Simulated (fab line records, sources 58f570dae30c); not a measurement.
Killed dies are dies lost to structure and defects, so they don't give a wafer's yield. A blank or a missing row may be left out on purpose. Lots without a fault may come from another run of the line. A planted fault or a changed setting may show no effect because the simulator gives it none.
Which tool did it? | flow berkeley_cmos170 | 7 lots, 21 wafers sampled, at 2 steps of a route of 331

WHAT THE GAUGES READ, wafer by wafer
UCB170_M2_THK_MEAS_03: measures by xrf.
lot  | measured     | on            | M2_AL_THK (nm)
L440 | day 9 06:13  | film_metro-03 | 895 885 893
L443 | day 10 02:32 | film_metro-04 | 895 877 884
L445 | day 10 01:47 | film_metro-04 | 869 876 893
L447 | day 11 00:03 | film_metro-01 | 885 873 873
L449 | day 11 02:01 | film_metro-04 | 895 918 892
L451 | day 11 15:46 | film_metro-01 | 907 888 904
L457 | day 13 05:24 | film_metro-04 | 867 874 873

WHICH TOOL RAN EACH LOT (tool, then ch and the chambers of the sampled wafers, then the start)
lot  | UCB170_ZERO_STRIP_07
L440 | plasma_asher-02 ch 0, day 2 08:28
L443 | plasma_asher-03 ch 0,1, day 2 21:23
L445 | plasma_asher-01 ch 0,1, day 3 05:50
L447 | plasma_asher-03 ch 0,1, day 3 18:40
L449 | plasma_asher-01 ch 0,1, day 4 01:30
L451 | plasma_asher-01 ch 0,1, day 4 15:41
L457 | plasma_asher-02 ch 0,1, day 5 22:04
- UCB170_ZERO_STRIP_07: strips in O2.

THE ANSWER, worked out from the rows above alone
Rule: what is usual is taken from the lots themselves. Put in order of their means at a reading, lots are off if they are a third of the lots or fewer, leave a main group of 4 or more, and stand apart from it by a gap of 3 or more times the standard deviation of the main group's means; of several such gaps the widest counts. A main group whose means are all the same, to the digits that the tables above print for the reading, isn't used. A lot without any number at a reading at which 4 lots or more have one is off too. The other lots that the step has rows for count as sound.
No lot is off at any reading shown: from this, nothing can be told.

WHAT THE SIMULATOR HAD PUT IN
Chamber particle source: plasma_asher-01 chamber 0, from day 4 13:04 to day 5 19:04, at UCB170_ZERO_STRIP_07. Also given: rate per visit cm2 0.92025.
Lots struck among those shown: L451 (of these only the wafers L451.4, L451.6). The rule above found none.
